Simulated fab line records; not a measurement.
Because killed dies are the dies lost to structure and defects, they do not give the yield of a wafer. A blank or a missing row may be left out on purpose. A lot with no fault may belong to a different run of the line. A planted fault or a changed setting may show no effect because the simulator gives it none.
Which tool was responsible? -- flow berkeley cmos170 -- Sampling: 14 lots, 42 wafers, 2 of 331 route steps

WHAT EACH GAUGE READ, for each wafer
The record lacks any reading of a measuring or inspecting step that a usual standard deviation could be used to judge.

WHAT TOOL EACH LOT RAN ON (gives the tool, then ch and the chambers of the sampled wafers, and finally the start)
lot,UCB170_NSD_COAT_01,UCB170_NSD_STRIP_09
L132,"litho track-03 ch 0, day 6 18:18","plasma asher-02 ch 0,1, day 6 19:41"
L131,"litho track-03 ch 0, day 6 18:43","plasma asher-01 ch 0,1, day 6 19:52"
L133,"litho track-02 ch 0, day 6 18:44","plasma asher-04 ch 0,1, day 6 19:43"
L134,"litho track-01 ch 0, day 7 05:44","plasma asher-01 ch 0,1, day 7 07:58"
L135,"litho track-03 ch 0, day 7 05:59","plasma asher-04 ch 0,1, day 7 08:13"
L138,"litho track-03 ch 0, day 8 08:37","plasma asher-01 ch 0,1, day 8 10:53"
L140,"litho track-02 ch 0, day 8 09:13","plasma asher-02 ch 0,1, day 8 11:13"
L141,"litho track-01 ch 0, day 8 09:28","plasma asher-01 ch 0,1, day 8 11:20"
L143,"litho track-02 ch 0, day 8 20:26","plasma asher-01 ch 0,1, day 8 21:43"
L144,"litho track-02 ch 0, day 9 17:47","plasma asher-02 ch 0,1, day 9 19:05"
L147,"litho track-01 ch 0, day 10 02:46","plasma asher-04 ch 0,1, day 10 03:54"
L152,"litho track-02 ch 0, day 10 16:22","plasma asher-01 ch 0,1, day 10 17:43"
L150,"litho track-02 ch 0, day 10 16:51","plasma asher-04 ch 0,1, day 10 18:16"
L154,"litho track-02 ch 0, day 11 16:14","plasma asher-04 ch 0,1, day 11 17:23"
- UCB170_NSD_COAT_01: resist thk 900 nm.
- UCB170_NSD_STRIP_09: strips in O2.

WHAT THE TOOLS THEMSELVES READ (means of the sampled wafers that have a number; where no wafer has one, the mark that the record gives instead)
UCB170_NSD_COAT_01.
lot,tool,spin speed rpm (rpm)
L132,litho track-03,1499.8
L131,litho track-03,1498.3
L133,litho track-02,1497.2
L134,litho track-01,1499.3
L135,litho track-03,1499.6
L138,litho track-03,1499.4
L140,litho track-02,1499.0
L141,litho track-01,1500.5
L143,litho track-02,1500.2
L144,litho track-02,1500.7
L147,litho track-01,1501.4
L152,litho track-02,1501.2
L150,litho track-02,1445.8
L154,litho track-02,1447.6

UCB170_NSD_STRIP_09.
lot,tool,drypump motor current A (A),oes product au (a.u.),strip time to endpoint s (s)
L132,plasma asher-02,6.33,0.531,35.86
L131,plasma asher-01,6.07,0.535,35.93
L133,plasma asher-04,5.87,0.532,35.86
L134,plasma asher-01,6.09,0.535,35.83
L135,plasma asher-04,6.03,0.539,35.80
L138,plasma asher-01,6.17,0.534,35.93
L140,plasma asher-02,6.09,0.528,35.81
L141,plasma asher-01,6.05,0.534,35.75
L143,plasma asher-01,6.19,0.536,35.92
L144,plasma asher-02,6.34,0.532,35.86
L147,plasma asher-04,6.04,0.534,35.89
L152,plasma asher-01,6.06,0.532,35.72
L150,plasma asher-04,5.88,0.532,36.14
L154,plasma asher-04,5.85,0.536,36.19

THE ANSWER, worked out from the rows above alone
Rule: what is usual is taken from the lots themselves. The widest of any qualifying gaps counts: lots, ordered by their means at a reading, are off when they make up no more than a third of the lots, leave a main group of 4 or more, and stand apart from it by 3 or more times the standard deviation of that group's means. A main group is skipped when, at the precision printed for the reading in the tables above, its means are all equal. A lot without any number at a reading at which 4 lots or more have one is off too. Where the step has rows for the other lots, those lots are counted as sound. After the gauges, taken in route order, come the tools' own readings; for these a lot's mean is taken, as printed above. The first step at which some lot is off is used, and at that step the reading that is off furthest; a lot without a number counts as furthest.
Off, at UCB170_NSD_COAT_01 on spin speed rpm: L150, L154. The main group: mean 1499.7 rpm, standard deviation 1.2.
If a tool, at that step or one of the process steps before it, ran each lot that is off and ran no sound lot following the first of them, it fits. One fits: UCB170_NSD_COAT_01 on litho track-02. A fault onset in the window from L152 (day 10 16:22, its last sound lot) to L150 (day 10 16:51, its first lot off) fits.
On the lots that are off, the tool's own readings at UCB170_NSD_COAT_01 differ by more than 5 times the standard deviation of the sound lots' means, which bears it out; spin speed rpm reads 1446.7 rpm there versus 1499.7 rpm on the sound lots.

WHAT THE SIMULATOR HAD PUT IN
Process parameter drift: litho track-02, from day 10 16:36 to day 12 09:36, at UCB170_NSD_COAT_01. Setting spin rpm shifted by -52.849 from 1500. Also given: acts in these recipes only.
Lots struck among those shown: L150, L154. The same result came from the rule above.
